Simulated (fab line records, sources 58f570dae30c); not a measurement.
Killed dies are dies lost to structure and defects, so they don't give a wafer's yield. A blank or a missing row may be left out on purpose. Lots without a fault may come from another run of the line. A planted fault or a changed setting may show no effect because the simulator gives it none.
Problem report in the 8D (eight disciplines) form, filled by code | flow berkeley_cmos170 | the parts of the form that need people (team, actions taken, sign-off) are left out

1. THE PROBLEM
chamber_pressure_pa at UCB170_M3_SPUTTER_01 reads a mean of 0.4459 Pa on 6 wafers of 2 lots; wafers without a fault read 0.5000 Pa with a standard deviation of 0.00098. That is -55 standard deviations from the usual mean.
The step: material Al, target thk 900 nm, time 120 s.
First seen on wafer L929.2, day 10 12:39, on pvd_sputter-02. The record holds 42 wafers of 14 lots with a number at this step. Rule for "out", or "out of limits": more than 4 standard deviations from the usual mean. The other wafers with a number count as sound.

2. WHAT IT IS AND WHAT IT IS NOT
question                    | is                     | is not
which readings at this step | chamber_pressure_pa    | -
which lots                  | L929, L935             | L920, L921, L922, L923, L924, L925, L926, L927, L938, L941, L942, L943
which wafers of those lots  | all that have a number | -
read on which tools         | pvd_sputter-02         | pvd_sputter-03, pvd_sputter-04
when                        | from day 10 12:39      | up to then (24 sound wafers); but 12 sound wafers of L938, L941, L942, L943 came after

3. SUSPECTS, AND WHAT RULES EACH OUT
Counting: a tool at a process step up to the reading stays a suspect if it ran every lot that is out and no sound lot after the first of them.
- pvd_sputter-02 at UCB170_M3_SPUTTER_01 (material Al, target thk 900 nm, time 120 s): kept. It ran every lot that is out, first L929 (day 10 12:39), and no sound lot after that; its last sound lot up to then is L925 (day 10 00:02). Its own readings are out on those wafers: chamber_pressure_pa.
Left after counting: pvd_sputter-02 at UCB170_M3_SPUTTER_01.

4. THE CAUSE (what the simulator had put in)
Process parameter drift: pvd_sputter-02, from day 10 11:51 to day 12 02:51, at UCB170_M3_SPUTTER_01. Setting chamber_pressure_pa, moved by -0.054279, from 0.5. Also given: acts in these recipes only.
Counting left only this tool.

5. THE CHAIN OF EFFECTS, in route order
Each row: a reading whose mean over the struck wafers that have a number lies more than 3 standard deviations from the usual. Only readings for which the record gives a usual standard deviation are gone through. hours: the time from each lot's start at the first step in this table that gives one to its start at this step, as a median over the lots. sigmas: the change in usual standard deviations.
hours | step                 | reading             | usual     | on struck wafers | change  | sigmas
0     | UCB170_M3_SPUTTER_01 | chamber_pressure_pa | 0.5000 Pa | 0.4459           | -0.0541 | -55
The process steps in it:
- UCB170_M3_SPUTTER_01: material Al, target thk 900 nm, time 120 s.
Later measuring or inspecting steps at which every struck wafer that the step has a row for has a number for every such reading, and none has moved that far: UCB170_M3_RS_MEAS_02.

6. WHAT WOULD HAVE CAUGHT IT SOONER
In this record the first reading out of limits was taken at day 10 12:39, 1 hour after the fault began at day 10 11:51.
